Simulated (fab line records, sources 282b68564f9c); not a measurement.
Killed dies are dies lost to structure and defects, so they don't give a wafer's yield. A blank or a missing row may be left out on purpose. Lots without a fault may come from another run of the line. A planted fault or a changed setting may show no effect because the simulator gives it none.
Problem report in the 8D (eight disciplines) form, filled by code | flow rit_cmos | the parts of the form that need people (team, actions taken, sign-off) are left out

1. THE PROBLEM
SILICIDE_TI_RS at RIT_SILICIDE_RS_MEAS_02 reads a mean of 42.4 ohm/sq on 2 wafers of 2 lots; wafers without a fault read 47.6 ohm/sq with a standard deviation of 0.64. That is -8.1 standard deviations from the usual mean.
The step: measures by four-point-probe.
First seen on wafer L682.6, day 5 23:47, on film_metro-03. The record holds 42 wafers of 14 lots with a number at this step. Rule for "out", or "out of limits": more than 4 standard deviations from the usual mean. The other wafers with a number count as sound.

2. WHAT IT IS AND WHAT IT IS NOT
question                    | is                           | is not
which readings at this step | SILICIDE_TI_RS               | -
which lots                  | L682, L684                   | L668, L670, L671, L672, L673, L674, L676, L677, L678, L687, L689, L691
which wafers of those lots  | L682.6, L684.2               | L682.3, L682.5, L684.3, L684.6
read on which gauges        | film_metro-02, film_metro-03 | film_metro-04
when                        | from day 5 23:47             | up to then (29 sound wafers); but 11 sound wafers of L684, L687, L689, L691 came after

3. SUSPECTS, AND WHAT RULES EACH OUT
Counting: a tool at a process step up to the reading stays a suspect if it ran every lot that is out. Sound lots after the first of them don't rule it out here, since some wafers of a struck lot are sound.
- the gauge at RIT_SILICIDE_RS_MEAS_02: ruled out. The wafers that are out were read on 2 gauges (film_metro-02, film_metro-03).
- pvd_sputter-04 at RIT_SILICIDE_SPUTTER_01 (material Ti, target thk 30 nm, time 240 s): kept. It ran every lot that is out, first L682 (day 5 23:35); its last sound lot up to then is L678 (day 5 06:54). Its own readings are out on those wafers: cathode_dc_power_W.
Left after counting: pvd_sputter-04 at RIT_SILICIDE_SPUTTER_01.

4. THE CAUSE (what the simulator had put in)
Process parameter drift: pvd_sputter-04, from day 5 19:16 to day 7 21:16, at RIT_SILICIDE_SPUTTER_01. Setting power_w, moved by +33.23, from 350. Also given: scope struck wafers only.
Counting left only this tool.

5. THE CHAIN OF EFFECTS, in route order
Each row: a reading whose mean over the struck wafers that have a number lies more than 3 standard deviations from the usual. Only readings for which the record gives a usual standard deviation are gone through. hours: the time from each lot's start at the first step in this table that gives one to its start at this step, as a median over the lots. sigmas: the change in usual standard deviations.
hours | step                     | reading            | usual       | on struck wafers | change | sigmas
0     | RIT_SILICIDE_SPUTTER_01  | cathode_dc_power_W | 350.01 W    | 383.24           | +33.23 | +99 or more
0     | RIT_SILICIDE_RS_MEAS_02  | SILICIDE_TI_RS     | 47.6 ohm/sq | 42.4             | -5.2   | -8.1
0     | RIT_SILICIDE_THK_MEAS_03 | SILICIDE_TI_THK    | 30.2 nm     | 33.0             | +2.8   | +8.0
The process steps in it:
- RIT_SILICIDE_SPUTTER_01: material Ti, target thk 30 nm, time 240 s.

6. WHAT WOULD HAVE CAUGHT IT SOONER
In this record the first reading out of limits at a measuring or inspecting step was taken at day 5 23:47, 5 hours after the fault began at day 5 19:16.
The tool's own readings at RIT_SILICIDE_SPUTTER_01 were out on every struck wafer that the step has a row for (cathode_dc_power_W): an alarm limit on them would have fired on the first of those.
Of the lots that are out (2), L684 began RIT_SILICIDE_SPUTTER_01 on pvd_sputter-04 after day 5 23:47. A hold on the tool at that time would have spared it.
